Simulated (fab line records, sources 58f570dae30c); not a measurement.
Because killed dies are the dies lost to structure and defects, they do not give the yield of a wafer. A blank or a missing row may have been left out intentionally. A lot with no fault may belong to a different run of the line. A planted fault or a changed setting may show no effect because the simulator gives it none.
Struck lot and sound lot, side by side | flow berkeleyCmos170 | 44 steps out of a route of 331
Sound: wafers L762.1, L762.3, L762.6. The struck wafers were L778.1, L778.4, L778.6. The cause is given at the end.
Order at every step that has rows: each side's tool, ch and its chambers, its first start. Under that, the readings that differ: sound wafers | struck wafers | difference of the means | sigmas: that difference in standard deviations of wafers without a fault.
alike: readings with means less than 2 such deviations apart, plus words and numbers identical on both sides. not compared: withheld readings, readings lacking a value on some wafer, bounds such as >300 that could conceal the same value, and numbers that have no deviation in the record and whose values overlap.
Wherever a step has rows on one side only, a row that says differs or no value, or a row with sigmas, the two part there. Non-overlapping numbers with no deviation appear without sigmas and do not part them. A reading that every wafer of one side lacks parts them only if that side has two wafers or more.

UCB170_GATE_STRIP_16: strips in O2.
  sound on plasmaAsher-01 ch 0,1, day 7 07:29; struck on plasmaAsher-04 ch 0,1, day 11 04:25
  alike: drypumpMotorCurrentA, oesProductAu
  not compared: rfHoursCounterH
UCB170_GATE_CD_MEAS_90: target cd 350 nm.
  sound on cdSem-01, day 7 07:38; struck on cdSem-02, day 11 04:31
  alike: cdNm
then, 7 steps without rows for these wafers: UCB170_GATE_CLEAN_17 (cleans in SPM, time 600 s); UCB170_PLDD_HMDS_00 (prime time 60 s); UCB170_PLDD_COAT_01 (resist thk 900 nm); UCB170_PLDD_SOFTBAKE_02 (time 60 s); UCB170_PLDD_EXPOSE_03 (exposes mask PSELECT, target cd 1200 nm); UCB170_PLDD_PEB_04; UCB170_PLDD_DEVELOP_05 (develop time 45 s).
UCB170_PLDD_CD_MEAS_06: target cd 1200 nm.
  sound on cdSem-01, day 7 09:44; struck on cdSem-01, day 11 06:20
  alike: cdNm
UCB170_PLDD_OVL_MEAS_07:
  sound on overlay-01, day 7 09:52; struck on overlay-02, day 11 06:29
reading       | sound    | struck | difference | sigmas
PLDD_OVL (nm) | 16 18 23 | 8 -3 1 | -17        | -4
then, 1 step without rows for these wafers: UCB170_PLDD_IMPLANT_08.
UCB170_PLDD_IMPLANT_09:
  sound on implanter-03 ch 0, day 7 10:03; struck on implanter-02 ch 0, day 11 06:40
reading          | sound                         | struck                        | difference | sigmas
doseIonsCm2      | 4.992e+13 4.995e+13 5.002e+13 | 3.354e+13 3.346e+13 3.343e+13 | -1.649e+13 | -99 or more
faradayCurrentUA | 156.2 150.8 159.6             | 108.4 105.8 107.6             | -48.3      | -17
  alike: endStationPressureTorr
UCB170_PLDD_STRIP_10: strips in O2.
  sound on plasmaAsher-04 ch 0, day 7 10:12; struck on plasmaAsher-04 ch 0,1, day 11 06:49
  alike: drypumpMotorCurrentA, oesProductAu, stripTimeToEndpointS
  not compared: rfHoursCounterH
UCB170_PLDD_TW_MEAS_11:
  sound on filmMetro-01, day 7 10:36; struck on filmMetro-03, day 11 06:55
reading | sound          | struck      | difference | sigmas
PLDD_TW | 1022 1019 1017 | 954 952 951 | -67        | -13
then, 7 steps without rows for these wafers: UCB170_PLDD_CLEAN_12 (cleans in SPM, time 600 s); UCB170_NLDD_HMDS_00 (prime time 60 s); UCB170_NLDD_COAT_01 (resist thk 900 nm); UCB170_NLDD_SOFTBAKE_02 (time 60 s); UCB170_NLDD_EXPOSE_03 (exposes mask NSELECT, target cd 1200 nm); UCB170_NLDD_PEB_04; UCB170_NLDD_DEVELOP_05 (develop time 45 s).
UCB170_NLDD_CD_MEAS_06: target cd 1200 nm.
  sound on cdSem-02, day 7 12:07; struck on cdSem-02, day 11 08:32
  alike: cdNm
UCB170_NLDD_OVL_MEAS_07:
  sound on overlay-01, day 7 12:14; struck on overlay-02, day 11 08:40
  alike: NLDD_OVL
then, 2 steps without rows for these wafers: UCB170_NLDD_IMPLANT_08; UCB170_NLDD_IMPLANT_09.
UCB170_NLDD_STRIP_10: strips in O2.
  sound on plasmaAsher-01 ch 0,1, day 7 12:35; struck on plasmaAsher-02 ch 0,1, day 11 09:00
reading                  | sound       | struck      | difference | sigmas
drypumpMotorCurrentA (A) | 4.9 5.6 5.0 | 6.1 6.7 6.7 | +1.3       | +2
  alike: oesProductAu, stripTimeToEndpointS
  not compared: rfHoursCounterH
UCB170_NLDD_TW_MEAS_11:
  sound on filmMetro-01, day 7 12:41; struck on filmMetro-01, day 11 09:06
  alike: NLDD_TW
then, 1 step without rows for these wafers: UCB170_NLDD_CLEAN_12 (cleans in SPM, time 600 s).
UCB170_SPACER_CVD_00: deposits SiO2 from TEOS/O2, target thk 376 nm, time 47 s.
  sound on pecvd-04 ch 0,2, day 7 12:56; struck on pecvd-02 ch 0,1,2, day 11 09:20
  alike: heaterPowerW
UCB170_SPACER_THK_MEAS_01:
  sound on filmMetro-03, day 7 12:58; struck on filmMetro-02, day 11 09:23
reading              | sound       | struck      | difference | sigmas
SPACER_TEOS_THK (nm) | 366 369 376 | 375 380 388 | +11        | +2
then, 1 step without rows for these wafers: UCB170_SPACER_ANNEAL_02 (time 1800 s).
UCB170_SPACER_ETCHBACK_03: etches SiO2 in CHF3/CF4/Ar, stops on Si, target depth 376 nm, time 100 s.
  sound on rieDiel-03 ch 0,1,2, day 7 16:24; struck on rieDiel-02 ch 1,2,3, day 11 14:16
  alike: drypumpMotorCurrentA, oesProductAu, throttleValvePct
  not compared: rfHoursCounterH
then, 6 steps without rows for these wafers: UCB170_PSD_HMDS_00 (prime time 60 s); UCB170_PSD_COAT_01 (resist thk 900 nm); UCB170_PSD_SOFTBAKE_02 (time 60 s); UCB170_PSD_EXPOSE_03 (exposes mask PSELECT MOD, target cd 1200 nm); UCB170_PSD_PEB_04; UCB170_PSD_DEVELOP_05 (develop time 45 s).
UCB170_PSD_CD_MEAS_06: target cd 1200 nm.
  sound on cdSem-01, day 7 18:11; struck on cdSem-02, day 11 15:49
reading   | sound                | struck               | difference | sigmas
cdNm (nm) | 1199.4 1200.3 1200.6 | 1197.9 1196.9 1197.6 | -2.6       | -2
UCB170_PSD_OVL_MEAS_07:
  sound on overlay-01, day 7 18:19; struck on overlay-02, day 11 15:56
  alike: PSD_OVL
then, 1 step without rows for these wafers: UCB170_PSD_IMPLANT_08.
UCB170_SDANNEAL_RS_MEAS_04: measures by four-point-probe.
  sound on filmMetro-03, day 7 22:11; struck on filmMetro-04, day 11 19:19
reading          | sound                | struck               | difference | sigmas
PLDD_RS (ohm/sq) | 1030.4 1029.6 1032.5 | 1188.4 1186.4 1186.7 | +156.3     | +60
UCB170_M3_PROBE_99:
  sound on prober-01, day 9 00:47; struck on prober-01, day 12 21:02
reading                            | sound                | struck               | difference | sigmas
model.etest.pldd.lineOhmUm         | 1858 1856 1859       | 2088 2066 2079       | +220       | 
model.etest.pmos_0p6.rOnOhmUm      | 8564 8376 8567       | 8662 8676 8745       | +192       | 
model.etest.pmos_0p35.rOnOhmUm     | 4689 4620 4688       | 4848 4834 4927       | +204       | 
model.etest.pldd.rsOhmSq           | 1092 1094 1117       | 1298 1291 1305       | +197       | 
model.etest.pmosTurned.driveUaUm   | 297.3 305.3 296.8    | 287.1 287.9 288.2    | -12.1      | 
model.etest.pmos_0p35.driveUaUm    | 285.1 290.6 282.9    | 274.7 276.4 275.7    | -10.6      | 
model.etest.pmos_0p35.offLog10AUm  | -11.59 -11.48 -11.54 | -11.66 -11.61 -11.95 | -0.20      | 
model.etest.pmos_0p35.isubLog10AUm | -8.231 -8.218 -8.242 | -8.442 -8.512 -8.476 | -0.246     | 

WHERE THEY PART
Last at UCB170_SDANNEAL_RS_MEAS_04 as far as this record goes, first at UCB170_PLDD_OVL_MEAS_07.

WHY: what the simulator had put in
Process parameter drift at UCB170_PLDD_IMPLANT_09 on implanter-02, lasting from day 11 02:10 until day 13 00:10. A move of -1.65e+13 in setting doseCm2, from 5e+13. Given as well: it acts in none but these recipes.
